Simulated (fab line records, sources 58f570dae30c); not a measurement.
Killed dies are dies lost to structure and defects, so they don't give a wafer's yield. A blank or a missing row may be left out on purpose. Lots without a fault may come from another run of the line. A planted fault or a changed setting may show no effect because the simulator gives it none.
A struck lot beside a sound one | flow berkeley_cmos170 | 17 steps out of a route of 331
Sound: wafers L378.1, L378.2, L378.5. Struck: wafers L396.1, L396.3, L396.5. The cause comes at the end.
At each step with rows: each side's tool, then ch and its chambers, then its first start. Under that, the readings that differ: sound wafers | struck wafers | difference of the means | sigmas: that difference in standard deviations of wafers without a fault.
alike: readings whose means differ by less than 2 such deviations, and words and numbers that are the same on both sides. not compared: withheld readings, readings that some wafer has no value for, bounds like >300 that may hide the same value, and numbers for which the record gives no deviation and whose values overlap.
The two part at a step that has a row with sigmas, a row that says differs or no value, or rows on one side only. Numbers that don't overlap but have no deviation are shown without sigmas and don't part them. A reading that every wafer of one side lacks parts them only if that side has two wafers or more.

first, 5 steps without rows for these wafers: UCB170_NLDD_COAT_01 (resist thk 900 nm); UCB170_NLDD_SOFTBAKE_02 (time 60 s); UCB170_NLDD_EXPOSE_03 (exposes mask NSELECT, target cd 1200 nm); UCB170_NLDD_PEB_04; UCB170_NLDD_DEVELOP_05 (develop time 45 s).
UCB170_NLDD_CD_MEAS_06: target cd 1200 nm.
  sound on cd_sem-02, day 7 06:20; struck on cd_sem-02, day 11 03:41
  alike: cd_nm
UCB170_NLDD_OVL_MEAS_07:
  sound on overlay-02, day 7 06:27; struck on overlay-01, day 11 03:48
  alike: NLDD_OVL
then, 2 steps without rows for these wafers: UCB170_NLDD_IMPLANT_08; UCB170_NLDD_IMPLANT_09.
UCB170_NLDD_STRIP_10: strips in O2.
  sound on plasma_asher-01 ch 0,1, day 7 06:47; struck on plasma_asher-01 ch 0,1, day 11 04:08
  reading                      | sound             | struck            | difference | sigmas
  strip_time_to_endpoint_s (s) | 21.53 21.49 21.46 | 21.71 21.70 21.76 | +0.23      | +4
  alike: drypump_motor_current_A, oes_product_au
  not compared: rf_hours_counter_h
UCB170_NLDD_TW_MEAS_11:
  sound on film_metro-03, day 7 06:53; struck on film_metro-02, day 11 04:14
  alike: NLDD_TW
then, 1 step without rows for these wafers: UCB170_NLDD_CLEAN_12 (cleans in SPM, time 600 s).
UCB170_SPACER_CVD_00: deposits SiO2 from TEOS/O2, target thk 376 nm, time 47 s.
  sound on pecvd-02 ch 0,2, day 7 07:08; struck on pecvd-02 ch 0,1,2, day 11 04:28
  reading                                 | sound           | struck          | difference | sigmas
  model.SiO2_of_SPACER_CVD_00.thk_nm (nm) | 372.5 373 376.8 | 409 416.9 426.1 | +43        |
  alike: heater_power_w, susceptor_temp_C
UCB170_SPACER_THK_MEAS_01:
  sound on film_metro-01, day 7 07:11; struck on film_metro-01, day 11 04:32
  reading              | sound       | struck      | difference | sigmas
  SPACER_TEOS_THK (nm) | 372 373 377 | 409 417 426 | +43        | +9
then, 1 step without rows for these wafers: UCB170_SPACER_ANNEAL_02 (time 1800 s).
UCB170_SPACER_ETCHBACK_03: etches SiO2 in CHF3/CF4/Ar, stops on Si, target depth 376 nm, time 100 s.
  sound on rie_diel-02 ch 2,3, day 7 11:17; struck on rie_diel-01 ch 0,3, day 11 12:38
  reading                  | sound             | struck            | difference | sigmas
  oes_product_au (a.u.)    | 0.894 0.889 0.895 | 0.932 0.977 0.950 | +0.060     | +3
  model.etch.depth_nm (nm) | 372.5 373 376.8   | 409 416.9 425.1   | +43        |
  alike: drypump_motor_current_A, mfc_ar_sccm, throttle_valve_pct
  not compared: rf_hours_counter_h
then, 1 step without rows for these wafers: UCB170_PSD_HMDS_00 (prime time 60 s).

WHERE THEY PART
First at UCB170_NLDD_STRIP_10; last, within this record, at UCB170_SPACER_ETCHBACK_03.

WHY: what the simulator had put in
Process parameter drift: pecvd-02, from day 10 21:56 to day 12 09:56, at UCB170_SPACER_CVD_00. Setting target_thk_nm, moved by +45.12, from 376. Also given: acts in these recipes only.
